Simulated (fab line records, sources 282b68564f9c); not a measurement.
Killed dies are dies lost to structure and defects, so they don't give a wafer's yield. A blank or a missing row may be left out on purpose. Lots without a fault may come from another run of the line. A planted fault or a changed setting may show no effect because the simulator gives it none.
fab line records | flow rit_cmos
record lots=7 wafers=21 last_day=7
route steps=202 shown NWELL@38 PWELL@39 WELLDRIVE@50 NRETRO@53 M1@202
lots that met no fault: from a run of the same line without faults
start_h: hours from the record's first day to the start of the lot's first wafer shown | wait_h: hours since the lot's step before | " the same as in the row above | L1.1+2: a row that stands for several wafers | - no value, or no start given | * or withheld: withheld | < > ~ a bound
route shown NAME@n: a module of which the file shows steps, and the number in the route of the first | usual: mean/standard deviation of fault-free wafers | same: alike in all rows | chamber/n: place in a boat | sites: the reading at each site | _std_site: their standard deviation | _edge_site: outer sites' mean less inner sites' | radius_mm: how far each site lies from the wafer's centre | mask NAME#n: copy n | behind: the tool/chamber that last shaped the wafer | hold: why the lot was held/for how many hours/how that ended | device: the transistor (n, p or np) that didn't switch | end of line: the same wafers' tests at the end of the route | a step without rows: its recipe alone | killed: dies lost to structure and defects at the first sort, not the wafer's yield | map: a wafer's dies, x killed, . not, _ none there
set.NAME: the setting as run; set.NAME@STEP: as run at that earlier step | model.NAME: the simulator's own value behind a step, which no gauge read
lots at some steps of the route; a table a step, a row a wafer
services: from which hour (start_h, from the record's first day; less than 0 if before it) a tool's chamber was out of use, for how many hours, and why
## steps
# step RIT_NWELL_TW_MEAS_10
# usual NWELL_TW=2136/28
# columns lot.wafer tool chamber start_h wait_h NWELL_TW
L215.2 film_metro-02 - 28.00 0.1 2158
L215.5 " - " " 2146
L215.6 " - " " 2159
L224.3 film_metro-01 - 73.53 0.1 2122
L224.4 " - " " 2118
L224.5 " - " " 2107
L225.2 film_metro-04 - 78.59 0.1 2149
L225.4 " - " " 2143
L225.6 " - " " 2153
L227.1 film_metro-04 - 88.37 0.1 2139
L227.2 " - " " 2163
L227.6 " - " " 2153
L230.1 film_metro-01 - 101.31 0.1 2109
L230.2 " - " " 2097
L230.6 " - " " 2109
L233.2 film_metro-01 - 118.12 0.1 2106
L233.3 " - " " 2107
L233.5 " - " " 2096
L234.2 film_metro-01 - 123.76 0.1 2106
L234.3 " - " " 2077
L234.4 " - " " 2098
# step RIT_PWELL_HMDS_00
# recipe prime_time_s=60 prime_temp_c=140
# step RIT_PWELL_COAT_01
# recipe resist=NOVOLAK spin_rpm=2000 resist_thk_nm=1300
# step RIT_PWELL_SOFTBAKE_02
# recipe resist=NOVOLAK temp_c=90 time_s=60
# step RIT_PWELL_EXPOSE_03
# recipe mask_id=M3 na=0.57 target_cd_nm=43700 dose_mj=250
# step RIT_PWELL_PEB_04
# recipe resist=NOVOLAK temp_c=withheld time_s=withheld
# step RIT_PWELL_DEVELOP_05
# recipe resist=NOVOLAK develop_time_s=68 dev_temp_c=23
# step RIT_PWELL_OVL_MEAS_06
# usual PWELL_OVL=0.0/1.4
# columns lot.wafer tool chamber start_h wait_h PWELL_OVL[nm]
L215.2 overlay-01 - 29.04 - -1.8
L215.5 " - " " -1.9
L215.6 " - " " -1.5
L224.3 overlay-01 - 74.46 - -0.9
L224.4 " - " " 0.2
L224.5 " - " " -0.9
L225.2 overlay-02 - 79.65 - 0.7
L225.4 " - " " 1.2
L225.6 " - " " -0.1
L227.1 overlay-01 - 89.57 - 0.1
L227.2 " - " " 2.2
L227.6 " - " " 2.7
L230.1 overlay-01 - 102.37 - 0.6
L230.2 " - " " 0.3
L230.6 " - " " 0.6
L233.2 overlay-02 - 119.06 - 0.2
L233.3 " - " " 1.5
L233.5 " - " " -0.2
L234.2 overlay-01 - 124.82 - -0.5
L234.3 " - " " -1.3
L234.4 " - " " -0.5
# step RIT_PWELL_HARDBAKE_07
# recipe resist=NOVOLAK temp_c=140 time_s=120
# step RIT_PWELL_IMPLANT_08
# recipe species=B energy_kev=170 dose_cm2=7e+13 tilt_deg=7
# step RIT_PWELL_STRIP_09
# recipe chemistry=O2 time_s=180 resist=NOVOLAK platen_temp_c=withheld power_w=500 pressure_mtorr=4000 o2_flow_sccm=3934
# usual drypump_motor_current_A=5.3/0.45
# columns lot.wafer tool chamber start_h wait_h drypump_motor_current_A rf_hours_counter_h
L215.2 plasma_asher-01 1 29.47 0.1 4.8 40
L215.5 " 1 " " 4.8 -
L215.6 " 0 " " 5.4 -
L224.3 plasma_asher-01 1 74.94 0.1 4.8 -
L224.4 " 0 " " 5.4 -
L224.5 " 0 " " 5.4 -
L225.2 plasma_asher-01 0 80.08 0.1 5.4 46
L225.4 " 0 " " 5.4 -
L225.6 " 0 " " 5.4 -
L227.1 plasma_asher-01 0 90.00 0.1 5.4 47
L227.2 " 1 " " 4.8 47
L227.6 " 1 " " 4.8 -
L230.1 plasma_asher-01 0 102.81 0.1 5.4 49
L230.2 " 1 " " 4.8 49
L230.6 " 0 " " 5.4 -
L233.2 plasma_asher-03 1 119.49 0.1 5.9 50
L233.3 " 1 " " 5.9 -
L233.5 " 1 " " 5.9 -
L234.2 plasma_asher-01 1 125.25 0.1 4.8 52
L234.3 " 0 " " 5.4 -
L234.4 " 1 " " 4.8 -
# step RIT_PWELL_TW_MEAS_10
# usual PWELL_TW=946/9.8
# columns lot.wafer tool chamber start_h wait_h PWELL_TW
L215.2 film_metro-02 - 29.66 0.1 946
L215.5 " - " " 950
L215.6 " - " " 946
L224.3 film_metro-04 - 75.08 0.1 960
L224.4 " - " " 961
L224.5 " - " " 955
L225.2 film_metro-04 - 80.27 0.1 953
L225.4 " - " " 958
L225.6 " - " " 960
L227.1 film_metro-01 - 90.18 0.1 937
L227.2 " - " " 939
L227.6 " - " " 943
L230.1 film_metro-04 - 102.98 0.1 954
L230.2 " - " " 958
L230.6 " - " " 957
L233.2 film_metro-02 - 119.67 0.1 947
L233.3 " - " " 945
L233.5 " - " " 947
L234.2 film_metro-01 - 125.44 0.1 931
L234.3 " - " " 938
L234.4 " - " " 931
# step RIT_WELLDRIVE_ANNEAL_00
# recipe temp_c=1100 time_s=14700 ambient=N2
# usual spike_tc_centre_C=1102.1/1.3 spike_tc_load_C=1127.8/1.5 spike_tc_source_C=1123/3.7 tube_center_temp_C=1100/0.093 tube_center_temp_C_max=1102.8/0.45 zone_power_centre_pct=52/3
# columns lot.wafer tool chamber start_h wait_h spike_tc_centre_C spike_tc_load_C spike_tc_source_C tube_center_temp_C tube_center_temp_C_max zone_power_centre_pct
L215.2 furnace-03 0 30.26 0.6 1101.7 1126.9 1126 1100 1102.6 48
L215.5 " 0 " " 1102.1 1127.6 1124 1099.9 1102.4 48
L215.6 " 0 " " 1101.5 1127.3 1125 1099.9 1102.7 49
L224.3 furnace-03 0 76.15 1.1 1084.6 1109.1 1106 1082.1 1085.2 47
L224.4 " 0 " " 1083.6 1109.9 1107 1081.9 1084.7 48
L224.5 " 0 " " 1085.4 1109.0 1108 1082 1085.5 47
L225.2 furnace-03 0 81.24 1.0 1083.3 1110.9 1107 1081.9 1084.7 47
L225.4 " 0 " " 1082.6 1109.5 1105 1082 1085.9 48
L225.6 " 0 " " 1082.2 1110.0 1107 1082.1 1084.5 47
L227.1 furnace-03 0 90.27 0.1 1083.8 1109.1 1107 1081.9 1085.2 47
L227.2 " 0 " " 1083.6 1108.7 1106 1082 1084.5 48
L227.6 " 0 " " 1081.8 1109.4 1110 1082 1084.3 47
L230.1 furnace-01 0 103.90 0.9 1100.8 1126.4 1125 1100 1103.1 55
L230.2 " 0 " " 1100.2 1127.9 1126 1100 1102.6 56
L230.6 " 0 " " 1102.3 1127.0 1127 1100.1 1102.2 55
L233.2 furnace-01 0 120.03 0.4 1101.1 1127.8 1124 1100.1 1103.2 55
L233.3 " 0 " " 1100.9 1126.2 1126 1100.2 1102.9 55
L233.5 " 0 " " 1100.6 1126.7 1125 1099.9 1103.1 55
L234.2 furnace-04 0 125.49 0.0 1102.9 1127.6 1118 1099.9 1102.1 52
L234.3 " 0 " " 1103.4 1129.4 1117 1100 1103.0 53
L234.4 " 0 " " 1102.1 1130.0 1116 1100.1 1101.9 53
# step RIT_WELLDRIVE_RS_MEAS_01
# recipe thk_meas_gauge=four-point-probe
# usual NWELL_RS=275.4/0.82
# columns lot.wafer tool chamber start_h wait_h NWELL_RS[ohm/sq]
L215.2 film_metro-02 - 35.36 0.0 273.6
L215.5 " - " " 273.6
L215.6 " - " " 273.8
L224.3 film_metro-02 - 81.28 0.0 294.5
L224.4 " - " " 295.5
L224.5 " - " " 295.4
L225.2 film_metro-04 - 86.34 0.0 296.2
L225.4 " - " " 297.4
L225.6 " - " " 296.2
L227.1 film_metro-01 - 95.36 0.0 296.5
L227.2 " - " " 294.7
L227.6 " - " " 295.2
L230.1 film_metro-02 - 108.98 0.0 275.2
L230.2 " - " " 275.7
L230.6 " - " " 276.1
L233.2 film_metro-04 - 125.14 0.0 277.3
L233.3 " - " " 276.8
L233.5 " - " " 276.8
L234.2 film_metro-02 - 130.59 0.0 274.3
L234.3 " - " " 276.3
L234.4 " - " " 275.2
# step RIT_WELLDRIVE_RS_MEAS_02
# recipe thk_meas_gauge=four-point-probe
# usual PWELL_RS=429.1/1.3
# columns lot.wafer tool chamber start_h wait_h PWELL_RS[ohm/sq]
L215.2 film_metro-02 - 35.48 0.1 430.5
L215.5 " - " " 430.2
L215.6 " - " " 430.5
L224.3 film_metro-02 - 81.40 0.1 448.0
L224.4 " - " " 447.7
L224.5 " - " " 446.9
L225.2 film_metro-04 - 86.46 0.1 449.3
L225.4 " - " " 449.0
L225.6 " - " " 447.8
L227.1 film_metro-01 - 95.48 0.1 448.9
L227.2 " - " " 448.5
L227.6 " - " " 448.2
L230.1 film_metro-02 - 109.10 0.1 431.1
L230.2 " - " " 430.0
L230.6 " - " " 429.4
L233.2 film_metro-04 - 125.26 0.1 430.2
L233.3 " - " " 430.3
L233.5 " - " " 431.1
L234.2 film_metro-02 - 130.71 0.1 429.5
L234.3 " - " " 427.2
L234.4 " - " " 428.5
# step RIT_NRETRO_HMDS_00
# recipe prime_time_s=60 prime_temp_c=140
# step RIT_M1_PROBE_99
# usual killed_at_contacts=0.0/0.2 killed_at_front_end=6.6/2.9 killed_dies=6.6/3 killed_on_rim=1.7/1.4 killed_open=3.4/2 killed_short=3.2/2
# same gross_dies=264 killed_at_M0_to_M3=0 killed_at_M4_up=0 killed_at_back_side=0 killed_at_other=0
# columns lot.wafer tool chamber start_h wait_h killed_at_contacts killed_at_front_end killed_dies killed_on_rim killed_open killed_short model.etest.nwell_pinched.rs_ohm_sq model.etest.pwell_pinched.rs_ohm_sq model.etest.pwell.rs_ohm_sq model.etest.pmos_narrow.drive_ua_um model.etest.pmos_0p3.drive_ua_um model.etest.field_n.vt_v model.etest.field_p_metal.vt_v model.etest.field_p.vt_v
L215.2 prober-02 - 63.62 0.1 0 6 6 2 3 3 339.1 464.2 418.8 107.3 108.2 34.55 -28.01 -12.38
L215.5 prober-02 - 63.77 0.2 0 4 4 0 2 2 338.2 462.1 420 109.9 110.8 35.59 -28.14 -12.46
L215.6 prober-02 - 63.82 0.2 0 7 7 1 4 3 341.9 459.9 415.8 107.4 109.7 35.18 -27.59 -12.27
L224.3 prober-02 - 112.38 0.2 0 6 6 1 2 4 382.8 487 438.2 103.1 105.8 38.59 -26.07 -11.46
L224.4 prober-02 - 112.43 0.2 0 9 9 2 6 3 380.6 483.3 437.6 101.3 104.4 38.41 -26.29 -11.49
L224.5 prober-02 - 112.48 0.2 0 5 5 2 2 3 375.9 480.3 436.1 103.4 105.8 38.76 -26.22 -11.42
L225.2 prober-01 - 117.70 0.1 0 2 2 2 1 1 374 458.5 419.6 102.6 101.2 36.19 -25.91 -10.81
L225.4 prober-01 - 117.80 0.2 1 6 7 2 5 2 376.6 459.8 421.7 103.2 102.1 35.39 -26.75 -11.11
L225.6 prober-01 - 117.90 0.2 0 6 6 2 5 1 377.6 464.3 421.3 102.1 102.3 35.33 -26.64 -10.98
L227.1 prober-01 - 125.95 0.1 0 5 5 1 2 3 379.5 488.6 438.2 104.2 104.6 37.14 -25.78 -11.38
L227.2 prober-01 - 126.00 0.1 0 4 4 2 3 1 376.1 481.4 440.7 109.5 109.5 38.07 -25.9 -11.28
L227.6 prober-01 - 126.20 0.2 0 3 3 1 2 1 377 488.4 440.6 106.2 106.7 37 -26.71 -11.42
L230.1 prober-02 - 137.70 0.1 0 5 5 1 2 3 336.7 456.3 419 109.2 110.9 35.7 -27.88 -12.36
L230.2 prober-02 - 137.75 0.1 0 0 0 0 0 0 341.5 465.3 418.4 109.3 111.1 36.54 -27.35 -12.45
L230.6 prober-02 - 137.95 0.2 0 4 4 1 3 1 340.1 467.3 424.8 107.8 108.6 36.49 -28.04 -12.45
L233.2 prober-01 - 157.51 0.1 0 8 8 2 5 3 344.6 470.3 420.8 113.9 111.6 37 -28.44 -12.92
L233.3 prober-01 - 157.56 0.2 0 5 5 3 2 3 341.9 458.1 414.8 112.6 110.9 37.28 -28.68 -12.97
L233.5 prober-01 - 157.66 0.2 0 5 5 3 2 3 342 464.2 421.7 116.7 113.5 36.92 -28.85 -12.94
L234.2 prober-02 - 163.04 0.1 0 6 6 0 4 2 337.4 453.4 404.9 113.2 112.6 33.2 -30.65 -13.23
L234.3 prober-02 - 163.09 0.2 0 8 8 3 5 3 337.3 448.6 406.1 106.8 107.5 33.51 -30.75 -13.25
L234.4 prober-02 - 163.14 0.2 0 4 4 1 1 3 339.7 458.4 408.9 112.3 112.5 34.19 -30.01 -13.1
# killed by level:class
L215.2 FOX1:geometric_particle:open=1 GATE:geometric_particle:short=1 SPACER:geometric_particle:open=1 SPACER:geometric_particle:short=1 SILICIDE:geometric_particle:open=1 SILICIDE:geometric_particle:short=1
L215.5 FOX1:geometric_particle:open=2 GATE:geometric_particle:short=2
L215.6 FOX1:geometric_particle:open=2 GATE:geometric_particle:short=2 FOX1:geometric_particle:short=1 FOX2:geometric_particle:open=1 SPACER:geometric_particle:open=1
L224.3 GATE:geometric_particle:short=4 GATE:geometric_particle:open=1 SPACER:geometric_particle:open=1
L224.4 GATE:geometric_particle:short=3 GATE:geometric_particle:open=2 FOX2:geometric_particle:open=1 REOX:geometric_particle:open=1 SPACER:geometric_particle:open=1 SILICIDE:geometric_particle:open=1
L224.5 FOX2:geometric_particle:short=2 FOX2:geometric_particle:open=1 GATE:geometric_particle:open=1 SILICIDE:geometric_particle:short=1
L225.2 FOX2:geometric_particle:open=1 REOX:geometric_particle:short=1
L225.4 REOX:geometric_particle:open=2 FOX1:geometric_particle:short=1 SPACER:geometric_particle:open=1 SILICIDE:geometric_particle:short=1 SILICIDE:geometric_particle:open=1 CONTACT:geometric_particle:open=1
L225.6 GATE:geometric_particle:open=2 SILICIDE:geometric_particle:open=2 ACTIVE:geometric_particle:open=1 GATE:geometric_particle:short=1
L227.1 GATE:geometric_particle:short=3 GATE:geometric_particle:open=1 SILICIDE:geometric_particle:open=1
L227.2 REOX:geometric_particle:open=2 SPACER:geometric_particle:short=1 SPACER:geometric_particle:open=1
L227.6 SPACER:geometric_particle:open=2 FOX1:geometric_particle:short=1
L230.1 FOX1:geometric_particle:short=1 GATE:geometric_particle:short=1 REOX:geometric_particle:open=1 REOX:geometric_particle:short=1 SPACER:geometric_particle:open=1
L230.6 REOX:geometric_particle:open=2 REOX:geometric_particle:short=1 SPACER:geometric_particle:open=1
L233.2 GATE:geometric_particle:short=3 SPACER:geometric_particle:open=2 FOX2:geometric_particle:open=1 GATE:geometric_particle:open=1 REOX:geometric_particle:open=1
L233.3 FOX2:geometric_particle:short=1 GATE:geometric_particle:short=1 GATE:geometric_particle:open=1 SILICIDE:geometric_particle:short=1 SILICIDE:geometric_particle:open=1
L233.5 GATE:geometric_particle:short=2 FOX2:geometric_particle:open=1 GATE:geometric_particle:open=1 SPACER:geometric_particle:short=1
L234.2 GATE:geometric_particle:short=2 GATE:geometric_particle:open=1 REOX:geometric_particle:open=1 SPACER:geometric_particle:open=1 SILICIDE:geometric_particle:open=1
L234.3 GATE:geometric_particle:open=3 REOX:geometric_particle:open=2 FOX1:geometric_particle:short=1 GATE:geometric_particle:short=1 REOX:geometric_particle:short=1
L234.4 GATE:geometric_particle:short=1 REOX:geometric_particle:short=1 SPACER:geometric_particle:open=1 SPACER:geometric_particle:short=1
## services
# columns tool chamber start_h hours kind
furnace-03 - 27.62 2.6 pm
furnace-04 - 63.59 3.1 pm
plasma_asher-03 - 68.20 8.0 repair
plasma_asher-01 - 90.33 1.3 repair
## key
first_sign step=RIT_WELLDRIVE_ANNEAL_00 reading=tube_center_temp_C direction=down sigmas=99+ usual=* struck=*
effect step=RIT_WELLDRIVE_ANNEAL_00 reading=tube_center_temp_C_max direction=down sigmas=40 usual=* struck=*
effect step=RIT_WELLDRIVE_RS_MEAS_01 reading=NWELL_RS direction=up sigmas=25 usual=275.4 struck=295.7
effect step=RIT_WELLDRIVE_RS_MEAS_02 reading=PWELL_RS direction=up sigmas=15 usual=429.1 struck=448.3
model_effect step=RIT_M1_PROBE_99 value=etest.nwell_pinched.rs_ohm_sq without=337.6 struck=377.8
met_at RIT_WELLDRIVE_ANNEAL_00
struck_wafers L224.3,L224.4,L224.5,L225.2,L225.4,L225.6,L227.1,L227.2,L227.6
tester_left_out L224,L225,L227
fault kind=process_parameter_drift tool=furnace-03 chamber=- onset_h=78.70 steps=RIT_WELLDRIVE_ANNEAL_00 channel=temp_c offset=* shape=step end_h=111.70 acts_in=* stated=*
# tester_left_out: of these lots the tester's yield and bins aren't shown, on N5 and GAA mostly nor the transistor test; their killed dies are dies lost to structure and defects alone, not to doping, threshold or leakage, so they don't give the yield
